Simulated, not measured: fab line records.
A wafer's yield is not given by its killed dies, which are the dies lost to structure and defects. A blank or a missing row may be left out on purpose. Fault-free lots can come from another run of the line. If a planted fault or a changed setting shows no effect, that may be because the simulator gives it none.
One fault seen from 2 desks	flow berkeleyCmos170	each desk holds nothing but its own numbers, with what lay behind them at the end

THE METROLOGY DESK
Means of the sampled wafers that have a number, per lot and without regard to the tool the lot ran on: this is what the gauges read. The brackets show how far a lot's mean lies from the usual mean; more than 4 standard deviations puts the lot out of limits, marked OUT.
Columns: A = INCOMING_BOW at UCB170_START_BOW_MEAS_00, usual 0 um; B = cdNm at UCB170_ACTIVE_CD_MEAS_90, usual 1200.4 nm; C = PVT_TW at UCB170_PVT_TW_MEAS_09, usual 508
lot	first seen here	A	B	C
L621	day 1 10:00	-2	1200.0	505
L622	day 1 15:01	1	1200.6	509
L624	day 2 01:00	-2	1201.3	507
L625	day 2 06:00	-1	1199.7	506
L626	day 2 11:00	4	1200.6	506
L627	day 2 16:02	-1	1200.0	512
L628	day 2 21:01	1	1199.7	504
L631	day 3 12:00	-6	1201.3	506
L632	day 3 17:00	3	1199.3	507
L635	day 4 08:01	3	1201.3	541 (+8.6) OUT
L638	day 4 23:01	2	1200.3	550 (+11) OUT
L639	day 5 04:00	0	1199.4	508
L640	day 5 09:00	-3	1200.4	513
L642	day 5 19:00	-1	1200.0	509
This desk finds L635, L638 out of limits, with the earliest case on L635 at day 8 07:38 (PVT_TW at UCB170_PVT_TW_MEAS_09). In limits: L621, L622, L624, L625, L626, L627, L628, L631, L632, L639, L640, L642.

AT THE TOOL OWNER'S DESK: implanter-03
The tool's own readings at UCB170_PVT_IMPLANT_07: means of the sampled wafers that have a number, for each lot that ran on this tool. The brackets show how far a lot's mean lies from the usual mean; more than 4 standard deviations puts the lot out of limits, marked OUT.
Columns: A = beamEnergyKeV at UCB170_PVT_IMPLANT_07, usual 30.000
lot	first seen here	A
L622	day 5 23:47	29.999
L624	day 6 11:11	30.003
L628	day 6 23:06	30.006
L635	day 8 07:23	39.022 (+99 or more) OUT
L638	day 8 19:53	39.008 (+99 or more) OUT
This desk's verdict: out of limits on L635, L638, starting with L635 at day 8 07:23 (beamEnergyKeV at UCB170_PVT_IMPLANT_07). In limits: L622, L624, L628.

TAKEN TOGETHER
The tool owner's desk had the chance to raise an alarm at day 8 07:23 on L635, L638.
At day 8 07:38 the metrology desk could have sounded an alarm, on L635, L638.
UCB170_PVT_IMPLANT_07 was run on implanter-03 by each of the lots named.

WHAT THE SIMULATOR PUT IN
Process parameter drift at UCB170_PVT_IMPLANT_07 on implanter-03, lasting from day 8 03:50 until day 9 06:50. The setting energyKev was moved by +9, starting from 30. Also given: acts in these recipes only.
Struck lots among those shown: L635, L638.
Delay (hours) between the fault's onset and each desk's first out-of-limits reading: 4 at the tool owner's desk, 4 at the metrology desk.
